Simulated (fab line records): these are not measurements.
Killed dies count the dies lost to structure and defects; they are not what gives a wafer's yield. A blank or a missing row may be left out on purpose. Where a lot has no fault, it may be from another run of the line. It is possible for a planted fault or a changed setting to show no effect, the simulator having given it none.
Check for tools in common / flow berkeley-cmos170 / 14 lots and 42 wafers in the sample

## THE REASON FOR OPENING IT
UCB170_NWELL_THK_MEAS_02, reading NWELL_OXIDE_THK: flagged on 2 of 14 lots. Wafers without a fault read 26.2 nm, standard deviation 0.5.
Rule: a lot is flagged when every wafer of it that has a number lies more than 4 standard deviations from that mean, or none has a number. All remaining lots are regarded as sound.

lot=L375; measured=day 2 00:19; on=film-metro-01; NWELL_OXIDE_THK (nm), wafer by wafer=26.1 26.1 26.4; flag=
lot=L376; measured=day 2 04:00; on=film-metro-04; NWELL_OXIDE_THK (nm), wafer by wafer=27.3 26.9 27.3; flag=
lot=L377; measured=day 2 11:40; on=film-metro-01; NWELL_OXIDE_THK (nm), wafer by wafer=26.7 26.4 26.2; flag=
lot=L380; measured=day 2 22:10; on=film-metro-01; NWELL_OXIDE_THK (nm), wafer by wafer=26.2 26.6 26.2; flag=
lot=L379; measured=day 2 22:10; on=film-metro-04; NWELL_OXIDE_THK (nm), wafer by wafer=26.1 26.7 26.4; flag=
lot=L381; measured=day 3 07:41; on=film-metro-03; NWELL_OXIDE_THK (nm), wafer by wafer=26.2 26.4 26.1; flag=
lot=L382; measured=day 3 15:20; on=film-metro-04; NWELL_OXIDE_THK (nm), wafer by wafer=26.0 25.8 26.2; flag=
lot=L383; measured=day 3 15:20; on=film-metro-01; NWELL_OXIDE_THK (nm), wafer by wafer=26.8 26.4 26.1; flag=
lot=L384; measured=day 3 17:58; on=film-metro-04; NWELL_OXIDE_THK (nm), wafer by wafer=26.0 25.9 25.7; flag=
lot=L385; measured=day 3 23:11; on=film-metro-03; NWELL_OXIDE_THK (nm), wafer by wafer=41.2 42.1 41.7; flag=FLAGGED
lot=L386; measured=day 4 00:32; on=film-metro-01; NWELL_OXIDE_THK (nm), wafer by wafer=41.7 41.1 41.8; flag=FLAGGED
lot=L387; measured=day 4 10:22; on=film-metro-04; NWELL_OXIDE_THK (nm), wafer by wafer=26.3 26.0 25.9; flag=
lot=L388; measured=day 4 14:02; on=film-metro-04; NWELL_OXIDE_THK (nm), wafer by wafer=27.3 27.5 27.2; flag=
lot=L395; measured=day 5 23:23; on=film-metro-03; NWELL_OXIDE_THK (nm), wafer by wafer=25.3 25.1 25.4; flag=
Average over the flagged lots: 41.6 nm; offset from the usual +15.4 nm, equal to +31 standard deviations.

## EACH LOT AND THE TOOL IT RAN ON
The record keeps 1 process step preceding the reading, out of 331 steps on the route. Cell contents, in order: the tool; ch with the chambers the sampled wafers went through; the start.
lot=L375; flag=; UCB170_NWELL_OXIDATION_01=furnace-04 ch 0, day 1 22:57
lot=L376; flag=; UCB170_NWELL_OXIDATION_01=furnace-02 ch 0, day 2 02:38
lot=L377; flag=; UCB170_NWELL_OXIDATION_01=furnace-02 ch 0, day 2 10:19
lot=L380; flag=; UCB170_NWELL_OXIDATION_01=furnace-03 ch 0, day 2 20:49
lot=L379; flag=; UCB170_NWELL_OXIDATION_01=furnace-03 ch 0, day 2 20:49
lot=L381; flag=; UCB170_NWELL_OXIDATION_01=furnace-02 ch 0, day 3 06:19
lot=L382; flag=; UCB170_NWELL_OXIDATION_01=furnace-03 ch 0, day 3 13:56
lot=L383; flag=; UCB170_NWELL_OXIDATION_01=furnace-03 ch 0, day 3 13:56
lot=L384; flag=; UCB170_NWELL_OXIDATION_01=furnace-03 ch 0, day 3 16:37
lot=L385; flag=FLAGGED; UCB170_NWELL_OXIDATION_01=furnace-03 ch 0, day 3 21:49
lot=L386; flag=FLAGGED; UCB170_NWELL_OXIDATION_01=furnace-03 ch 0, day 3 23:10
lot=L387; flag=; UCB170_NWELL_OXIDATION_01=furnace-04 ch 0, day 4 09:00
lot=L388; flag=; UCB170_NWELL_OXIDATION_01=furnace-02 ch 0, day 4 12:40
lot=L395; flag=; UCB170_NWELL_OXIDATION_01=furnace-04 ch 0, day 5 22:01
These steps, and what they do:
- UCB170_NWELL_OXIDATION_01: target thk 26.4 nm, ox time 1260 s.
- UCB170_NWELL_THK_MEAS_02

## FLAGGED OVER TOTAL, TOOL BY TOOL (the gauges that took the reading come last)
step=UCB170_NWELL_OXIDATION_01; tool=furnace-02; lots run=4; flagged=0; share of the flagged lots=none; sound lots run after its first flagged lot=-
step=UCB170_NWELL_OXIDATION_01; tool=furnace-03; lots run=7; flagged=2; share of the flagged lots=all; sound lots run after its first flagged lot=0
step=UCB170_NWELL_OXIDATION_01; tool=furnace-04; lots run=3; flagged=0; share of the flagged lots=none; sound lots run after its first flagged lot=-
step=UCB170_NWELL_THK_MEAS_02; tool=film-metro-01; lots run=5; flagged=1; share of the flagged lots=some; sound lots run after its first flagged lot=0
step=UCB170_NWELL_THK_MEAS_02; tool=film-metro-03; lots run=3; flagged=1; share of the flagged lots=some; sound lots run after its first flagged lot=1 (L395)
step=UCB170_NWELL_THK_MEAS_02; tool=film-metro-04; lots run=6; flagged=0; share of the flagged lots=none; sound lots run after its first flagged lot=-

## WHAT IS ALLOWED BY THE TABLE
In the table, 1 row covers all flagged lots: furnace-03 at UCB170_NWELL_OXIDATION_01.
- furnace-03 at UCB170_NWELL_OXIDATION_01: 2 of its 7 lots flagged. It ran its last sound lot, L384, at day 3 16:37 and its first flagged lot, L385, at day 3 21:49: a fault with its onset between the two fits. Its own readings lie more than 4 standard deviations out on every wafer of the flagged lots: spike-tc-centre-C, spike-tc-load-C, spike-tc-source-C, tube-center-temp-C, tube_center_temp_C_max.
What remains is a single tool, furnace-03 at UCB170_NWELL_OXIDATION_01.

## WHAT THE SIMULATOR HAD PUT IN
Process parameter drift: furnace-03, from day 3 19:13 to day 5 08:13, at UCB170_NWELL_OXIDATION_01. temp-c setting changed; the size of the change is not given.
Lots struck among those shown: L385, L386. Same finding as the rule above.
